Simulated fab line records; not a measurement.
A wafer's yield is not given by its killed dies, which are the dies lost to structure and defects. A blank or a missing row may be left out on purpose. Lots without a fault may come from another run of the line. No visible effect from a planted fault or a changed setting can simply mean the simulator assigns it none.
fab line records | flow rit_cmos
record: lots: 7 wafers: 21 last_day: 7
route steps=202 shown ACTIVE@10 FOX1@20 FOX2@23 M1@202
lots with no fault: from the same line, run without faults
start_h: hours from the record's first day to the start of the lot's first wafer shown | wait_h: hours from the lot's prior step to this one | " the same as in the row above | L1.1+2: a row that stands for several wafers | - value missing, or start not given | * or withheld: withheld | < > ~ a bound
route shown NAME@n: a module of which the file shows steps, and the number in the route of the first | usual: mean and standard deviation over wafers with no fault | same: alike in all rows | chamber/n: place in a boat | sites: readings site by site | _std_site: how widely they spread, as a standard deviation | _edge_site: inner sites' mean taken away from outer sites' mean | radius_mm: for every site, how far away it sits from the centre of the wafer | mask NAME#n: copy n | behind: tool/chamber where the wafer was last shaped | hold: why the lot went on hold/how many hours it stayed there/how the hold came to an end | device: which transistor (n, p or np) failed to switch | end of line: the tests these same wafers got at the end of their route | a step given without rows: its recipe and nothing more | killed: at the first sort, the dies lost to defects and structure; wafer yield is something else | map: dies across one wafer; x = killed, . = not, _ = none there
set.NAME: the setting that was run; set.NAME@STEP: the one run at that earlier step | model.NAME: the simulator's own value behind a step, which no gauge read
lots at selected steps of the route; one table per step, one row per wafer
services: a tool's chamber out of use, with start hour (start_h, from the record's first day; less than 0 if before it), hours out, and reason
== steps ==
step: RIT_ACTIVE_PEB_09
recipe: resist: NOVOLAK temp_c: withheld time_s: withheld
step: RIT_ACTIVE_DEVELOP_10
recipe: resist: NOVOLAK develop_time_s: 50 dev_temp_c: 23
step: RIT_ACTIVE_CD_MEAS_11
recipe: target_cd_nm: 1400
usual: cd_nm: 1399.5/2.4
columns lot.wafer tool chamber start_h wait_h cd_nm
L507.3 cd_sem-01 - 14.48 - 1400.6
L507.4 " - " " 1401.0
L507.6 " - " " 1400.9
L512.1 cd_sem-02 - 39.56 - 1399.4
L512.5 " - " " 1399.2
L512.6 " - " " 1399.1
L513.1 cd_sem-01 - 44.44 - 1401.3
L513.3 " - " " 1401.5
L513.6 " - " " 1405.2
L515.4 cd_sem-01 - 54.62 - 1400.6
L515.5 " - " " 1399.7
L515.6 " - " " 1396.7
L520.1 cd_sem-02 - 79.44 - 1397.6
L520.2 " - " " 1399.7
L520.3 " - " " 1401.4
L521.4 cd_sem-02 - 84.62 - 1405.8
L521.5 " - " " 1404.0
L521.6 " - " " 1401.9
L527.2 cd_sem-01 - 115.19 - 1399.4
L527.3 " - " " 1399.8
L527.6 " - " " 1401.4
step: RIT_ACTIVE_HARDBAKE_12
recipe: resist: NOVOLAK temp_c: 140 time_s: 60
step: RIT_ACTIVE_ETCH_13
recipe: stop_on: SiO2 chemistry: SF6 target: Si3N4 time_s: 210 over_etch_frac: 0.4 SF6_flow_sccm: 200 pressure_mtorr: 260 rf_w: 125 target_depth_a: 2100
usual: drypump_motor_current_A: 5.8/0.51 oes_product_au: 0.819/0.01 run_length_s: 238.4/0.47 throttle_valve_pct: 7.48/0.13
columns lot.wafer tool chamber start_h wait_h drypump_motor_current_A oes_product_au rf_hours_counter_h run_length_s throttle_valve_pct
L507.3 rie_diel-03 3 14.71 0.1 5.6 0.836 124 239.0 7.53
L507.4 " 0 " " 6.3 0.822 108 237.9 7.34
L507.6 " 3 " " 5.6 0.832 - 239.1 7.53
L512.1 rie_diel-03 2 39.83 0.1 5.6 0.819 41 238.5 7.20
L512.5 " 2 " " 5.5 0.820 - 238.2 7.20
L512.6 " 1 " " 5.8 0.817 - 238.4 7.33
L513.1 rie_diel-04 0 44.71 0.1 6.0 0.829 65 237.9 7.58
L513.3 " 2 " " 6.7 0.814 10 238.8 7.53
L513.6 " 3 " " 5.8 0.828 - 239.1 7.57
L515.4 rie_diel-01 2 54.83 0.1 5.7 0.837 23 238.2 7.38
L515.5 " 1 " " 6.4 0.812 - 238.8 7.62
L515.6 " 0 " " 5.5 0.811 - 239.3 7.64
L520.1 rie_diel-03 1 79.71 0.1 5.9 0.823 66 238.3 7.33
L520.2 " 3 " " 5.6 0.831 126 239.3 7.53
L520.3 " 0 " " 6.3 0.829 109 237.8 7.34
L521.4 rie_diel-01 0 84.83 0.1 5.5 0.800 115 239.3 7.65
L521.5 " 0 " " 5.5 0.801 - 239.4 7.66
L521.6 " 3 " " 5.1 0.816 - 237.8 7.49
L527.2 rie_diel-01 3 115.44 0.1 5.2 0.828 98 237.9 7.49
L527.3 " 1 " " 6.4 0.809 151 238.1 7.60
L527.6 " 0 " " 5.5 0.801 - 239.1 7.66
step: RIT_ACTIVE_STRIP_14
recipe: chemistry: O2 time_s: 180 resist: NOVOLAK platen_temp_c: withheld power_w: 500 pressure_mtorr: 4000 o2_flow_sccm: 4000
usual: drypump_motor_current_A: 5.9/0.6
columns lot.wafer tool chamber start_h wait_h drypump_motor_current_A rf_hours_counter_h
L507.3 plasma_asher-02 1 14.90 0.1 5.1 -
L507.4 " 0 " " 6.2 -
L507.6 " 1 " " 5.1 -
L512.1 plasma_asher-03 0 39.97 0.1 6.7 42
L512.5 " 0 " " 6.7 -
L512.6 " 1 " " 5.7 -
L513.1 plasma_asher-02 0 44.84 0.1 6.2 43
L513.3 " 1 " " 5.1 -
L513.6 " 1 " " 5.1 -
L515.4 plasma_asher-02 1 55.03 0.1 5.2 -
L515.5 " 0 " " 6.2 -
L515.6 " 1 " " 5.2 -
L520.1 plasma_asher-03 1 79.84 0.1 5.7 46
L520.2 " 0 " " 6.7 46
L520.3 " 0 " " 6.7 -
L521.4 plasma_asher-03 0 85.03 0.1 6.7 -
L521.5 " 1 " " 5.7 -
L521.6 " 0 " " 6.7 -
L527.2 plasma_asher-03 1 115.58 0.1 5.7 50
L527.3 " 0 " " 6.7 -
L527.6 " 1 " " 5.7 -
step: RIT_ACTIVE_CD_MEAS_90
recipe: target_cd_nm: 1400
usual: cd_nm: 1399.5/2.4
columns lot.wafer tool chamber start_h wait_h cd_nm
L507.3 cd_sem-02 - 15.06 0.1 1401.3
L507.4 " - " " 1401.1
L507.6 " - " " 1401.6
L512.1 cd_sem-02 - 40.14 0.1 1399.0
L512.5 " - " " 1399.2
L512.6 " - " " 1399.3
L513.1 cd_sem-01 - 45.02 0.1 1401.3
L513.3 " - " " 1401.4
L513.6 " - " " 1405.1
L515.4 cd_sem-02 - 55.20 0.1 1400.8
L515.5 " - " " 1399.8
L515.6 " - " " 1396.9
L520.1 cd_sem-02 - 80.02 0.1 1397.4
L520.2 " - " " 1399.8
L520.3 " - " " 1401.1
L521.4 cd_sem-01 - 85.20 0.1 1405.4
L521.5 " - " " 1403.8
L521.6 " - " " 1401.9
L527.2 cd_sem-01 - 115.77 0.1 1399.8
L527.3 " - " " 1399.8
L527.6 " - " " 1401.8
step: RIT_ACTIVE_CLEAN_15
recipe: chemistry: SC1 mix: 3:3:50 time_s: 600 temp_c: 75
step: RIT_ACTIVE_CLEAN_16
recipe: chemistry: dHF dilution: 50:1 time_s: 30
step: RIT_ACTIVE_CLEAN_17
recipe: chemistry: SC2 mix: 3:3:50 time_s: 600 temp_c: 75 dry: n2_spin
step: RIT_FOX1_OXIDATION_00
recipe: temp_c: 1100 ambient: H2O target_thk_a: 3507 p_h2o_torr: 720 ox_time_s: 1130
step: RIT_FOX1_THK_MEAS_01
recipe: reads: SiO2_of_FOX1_OXIDATION_00
usual: FOX1_OXIDE_THK: 355/7.4
columns lot.wafer tool chamber start_h wait_h FOX1_OXIDE_THK[nm]
L507.3 film_metro-02 - 18.09 0.0 353
L507.4 " - " " 352
L507.6 " - " " 350
L512.1 film_metro-04 - 41.94 0.0 358
L512.5 " - " " 362
L512.6 " - " " 364
L513.1 film_metro-02 - 47.44 0.0 357
L513.3 " - " " 366
L513.6 " - " " 355
L515.4 film_metro-01 - 58.40 0.0 375
L515.5 " - " " 369
L515.6 " - " " 368
L520.1 film_metro-01 - 82.32 0.0 358
L520.2 " - " " 358
L520.3 " - " " 354
L521.4 film_metro-02 - 86.97 0.0 355
L521.5 " - " " 354
L521.6 " - " " 357
L527.2 film_metro-04 - 117.56 0.0 362
L527.3 " - " " 357
L527.6 " - " " 360
step: RIT_FOX1_WET_ETCH_02
recipe: chemistry: BOE target_depth_nm: 350 time_s: 390 temp_c: 21.5 dry: n2_spin dilution: 10:1 target: SiO2
usual: run_length_s: 417.3/2.9
columns lot.wafer tool chamber start_h wait_h run_length_s
L507.3 wet_bench-04 2 18.13 0.0 415.0
L507.4 " 2 " " 415.0
L507.6 " 2 " " 415.0
L512.1 wet_bench-04 2 42.00 0.1 390.5
L512.5 " 2 " " 390.5
L512.6 " 2 " " 390.5
L513.1 wet_bench-04 1 47.50 0.1 392.7
L513.3 " 1 " " 392.7
L513.6 " 1 " " 392.7
L515.4 wet_bench-04 1 58.43 0.0 391.3
L515.5 " 1 " " 391.3
L515.6 " 1 " " 391.3
L520.1 wet_bench-03 1 82.38 0.1 415.1
L520.2 " 1 " " 415.1
L520.3 " 1 " " 415.1
L521.4 wet_bench-02 0 87.00 0.0 416.6
L521.5 " 0 " " 416.6
L521.6 " 0 " " 416.6
L527.2 wet_bench-02 0 117.61 0.0 416.4
L527.3 " 0 " " 416.4
L527.6 " 0 " " 416.4
step: RIT_FOX2_OXIDATION_00
recipe: temp_c: 1100 ambient: H2O target_thk_a: 3507 p_h2o_torr: 720 ox_time_s: 1130
step: RIT_M1_PROBE_99
usual: killed_at_front_end: 7.5/2.8 killed_dies: 7.6/2.8 killed_open: 3.9/2.1 killed_short: 3.7/1.7
same: gross_dies: 264 killed_at_M0_to_M3: 0 killed_at_M4_up: 0 killed_at_back_side: 0 killed_at_contacts: 0 killed_at_other: 0
columns lot.wafer tool chamber start_h wait_h killed_at_front_end killed_dies killed_open killed_short
L512.1 prober-02 - 81.52 0.1 9 9 6 3
L512.5 prober-02 - 81.72 0.2 10 10 6 4
L512.6 prober-02 - 81.77 0.2 6 6 3 3
L513.1 prober-01 - 86.98 0.1 11 11 5 4
L513.3 prober-01 - 87.08 0.2 14 14 9 5
L513.6 prober-01 - 87.23 0.2 6 6 1 5
L515.4 prober-01 - 97.60 0.2 10 10 6 4
L515.5 prober-01 - 97.65 0.2 10 10 4 6
L515.6 prober-01 - 97.70 0.2 6 6 4 2
L521.4 prober-01 - 128.59 0.2 7 7 3 4
L521.5 prober-01 - 128.64 0.2 7 7 3 4
L521.6 prober-01 - 128.69 0.2 9 9 3 5
L527.2 prober-01 - 158.47 0.1 5 5 3 2
L527.3 prober-01 - 158.52 0.2 13 13 9 4
L527.6 prober-01 - 158.67 0.2 5 5 3 2
killed by level:class
L512.1 SILICIDE:geometric_particle:open=3 GATE:geometric_particle:open=2 FOX1:geometric_particle:open=1 GATE:geometric_particle:short=1 REOX:geometric_particle:short=1 SPACER:geometric_particle:short=1
L512.5 GATE:geometric_particle:open=3 SPACER:geometric_particle:short=2 SPACER:geometric_particle:open=2 FOX1:geometric_particle:short=1 GATE:geometric_particle:short=1 REOX:geometric_particle:open=1
L512.6 GATE:geometric_particle:open=2 GATE:geometric_particle:short=1 SPACER:geometric_particle:short=1 SILICIDE:geometric_particle:short=1 SILICIDE:geometric_particle:open=1
L513.1 GATE:geometric_particle:open=2 REOX:geometric_particle:short=2 FOX1:geometric_particle:open=1 FOX2:geometric_particle:open=1 SPACER:geometric_particle:open=1 SPACER:geometric_particle:short=1 SILICIDE:geometric_particle:short=1 NRETRO:coat_microbubble_printed=1
L513.3 FOX2:geometric_particle:open=3 GATE:geometric_particle:short=2 SPACER:geometric_particle:open=2 SILICIDE:geometric_particle:open=2 FOX2:geometric_particle:short=1 GATE:geometric_particle:open=1 REOX:geometric_particle:open=1 REOX:geometric_particle:short=1
L513.6 FOX1:geometric_particle:short=2 GATE:geometric_particle:short=1 SPACER:geometric_particle:short=1 SPACER:geometric_particle:open=1 SILICIDE:geometric_particle:short=1
L515.4 REOX:geometric_particle:open=3 SILICIDE:geometric_particle:open=3 FOX1:geometric_particle:short=1 GATE:geometric_particle:short=1 REOX:geometric_particle:short=1 SPACER:geometric_particle:short=1
L515.5 FOX1:geometric_particle:open=2 FOX1:geometric_particle:short=2 GATE:geometric_particle:short=2 GATE:geometric_particle:open=2 REOX:geometric_particle:short=2
L515.6 FOX1:geometric_particle:open=2 FOX1:geometric_particle:short=2 GATE:geometric_particle:open=1 REOX:geometric_particle:open=1
L521.4 GATE:geometric_particle:short=2 REOX:geometric_particle:short=2 FOX1:geometric_particle:open=1 GATE:geometric_particle:open=1 SILICIDE:geometric_particle:open=1
L521.5 FOX1:geometric_particle:short=2 GATE:geometric_particle:short=2 GATE:geometric_particle:open=2 SPACER:geometric_particle:open=1
L521.6 GATE:geometric_particle:open=2 SILICIDE:geometric_particle:short=2 GATE:geometric_particle:short=1 REOX:geometric_particle:short=1 SPACER:geometric_particle:short=1 SILICIDE:geometric_particle:open=1 NLDD:coat_microbubble_printed=1
L527.2 GATE:geometric_particle:open=3 GATE:geometric_particle:short=2
L527.3 GATE:geometric_particle:open=7 GATE:geometric_particle:short=3 FOX2:geometric_particle:open=2 FOX2:geometric_particle:short=1
L527.6 GATE:geometric_particle:open=2 GATE:geometric_particle:short=1 REOX:geometric_particle:open=1 SILICIDE:geometric_particle:short=1
== services ==
columns tool chamber start_h hours kind
rie_diel-04 3 15.52 8.3 repair
rie_diel-01 - 23.02 0.5 repair
rie_diel-03 2 55.58 11.1 repair
rie_diel-04 3 91.18 26.1 repair
== key ==
first_sign: step: RIT_FOX1_WET_ETCH_02 reading: run_length_s direction: down sigmas: 8.8 usual: * struck: *
effect none on later readings
met_at RIT_FOX1_WET_ETCH_02
struck_wafers L512.1,L512.5,L512.6,L513.1,L513.3,L513.6,L515.4,L515.5,L515.6
tester_left_out L512,L513,L515
onset_between 18.13 42.00
fault: kind: process_parameter_drift tool: wet_bench-04 chamber: - onset_h: 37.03 steps: RIT_FOX1_WET_ETCH_02 channel: time_s offset: * shape: step end_h: 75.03 acts_in: * stated: *
tester_left_out: of these lots the tester's yield and bins aren't shown, on N5 and GAA mostly nor the transistor test; their killed dies are dies lost to structure and defects alone, not to doping, threshold or leakage, so they don't give the yield
